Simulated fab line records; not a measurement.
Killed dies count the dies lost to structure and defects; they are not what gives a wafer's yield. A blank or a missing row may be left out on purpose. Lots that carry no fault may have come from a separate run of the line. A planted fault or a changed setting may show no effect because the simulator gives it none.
Comparing a struck lot with a sound one	flow rit_cmos	15 steps out of a route of 202
Sound: wafers L387.2, L387.4, L387.5. Struck: wafers L393.2, L393.5 (left out: L393.1, a lot-mate that was not struck); the cause follows at the end.
Order at every step that has rows: each side's tool, ch and its chambers, its first start. Under that, the readings that differ: sound wafers	struck wafers	difference of the means	sigmas: that difference in standard deviations of wafers without a fault.
alike: words and numbers the same on both sides, and readings whose means are apart by under 2 such deviations; not compared: readings that were withheld, readings missing a value for some wafer, numbers with overlapping values and no deviation given by the record, and bounds like >300 which may hide the same value.
A row with sigmas, a row that says differs or no value, or rows on one side alone: a step with any of these is where the two part. When numbers do not overlap yet have no deviation, they are printed without sigmas and do not part them. A reading missing from all wafers of one side parts the sides only when that side holds two or more wafers.

RIT_M1_SPUTTER_00: material Al, target thk 400 nm, time 500 s.
  sound on pvd_sputter-01, day 3 23:58; struck on pvd_sputter-02, day 5 16:47
  alike: throttle_valve_pct
RIT_M1_RS_MEAS_01: uses a four-point probe to measure.
  sound on film_metro-02, day 4 00:16; struck on film_metro-02, day 5 17:05
  alike: M1_AL_RS
RIT_M1_THK_MEAS_02: measures by xrf.
  sound on film_metro-02, day 4 00:23; struck on film_metro-02, day 5 17:12
  alike: M1_AL_THK
then, 6 steps without rows for these wafers: RIT_M1_HMDS_03 (prime time 60 s); RIT_M1_COAT_04 (resist thk 1300 nm); RIT_M1_SOFTBAKE_05 (time 60 s); RIT_M1_EXPOSE_06 (exposes mask M12, target cd 2600 nm); RIT_M1_PEB_07; RIT_M1_DEVELOP_08 (develop time 68 s).
RIT_M1_CD_MEAS_09: the cd target is 2600 nm.
  sound on cd_sem-01, day 4 01:20; struck on cd_sem-01, day 5 18:22
  alike: cd_nm
RIT_M1_OVL_MEAS_10:
  sound on overlay-02, day 4 01:26; struck on overlay-01, day 5 18:29
  alike: M1_OVL
then, 1 step without rows for these wafers: RIT_M1_HARDBAKE_11 (time 120 s).
RIT_M1_METAL_ETCH_12: etches Al in Cl2/BCl3, stops on SiO2, time 165 s, target depth 600 nm.
  sound on rie_metal-04 ch 0,1, day 4 01:43; struck on rie_metal-01 ch 0, day 5 18:49
reading	sound	struck	difference	sigmas
over_etch_frac	0.5 0.5 0.5	0.61948 0.61948	+0.11948	
throttle_valve_pct (%)	8.05 8.17 8.04	8.43 8.40	+0.33	+2
model.NOVOLAK_of_M1_COAT_04.thk_nm (nm)	804.5 807.9 810.7	769.8 768.4	-38.6	
  alike: chamber_pressure_mTorr, drypump_motor_current_A, oes_product_au, rf_fwd_power_W
  not compared: rf_hours_counter_h
then, 1 step without rows for these wafers: RIT_M1_STRIP_13 (strips in nmp, time 600 s).
RIT_M1_PROBE_99:
  sound on prober-01, day 4 04:01; struck on prober-02, day 5 21:22
  alike: defect_limited_yield, killed_at_contacts, killed_at_front_end, killed_dies, killed_open, killed_short, sort_bin_3_pad_short, sort_bin_5_function, sort_bin_6_memory, sort_n_pass, sort_yield_pct

## WHERE THEY PART
RIT_M1_METAL_ETCH_12 only, going by this record. Later steps at which nothing parts them and some readings are alike: RIT_M1_PROBE_99.

WHY: whatever the simulator had introduced
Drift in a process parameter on rie_metal-01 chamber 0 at RIT_M1_METAL_ETCH_12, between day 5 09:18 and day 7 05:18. From 0.5, the setting over_etch_frac moved by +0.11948.
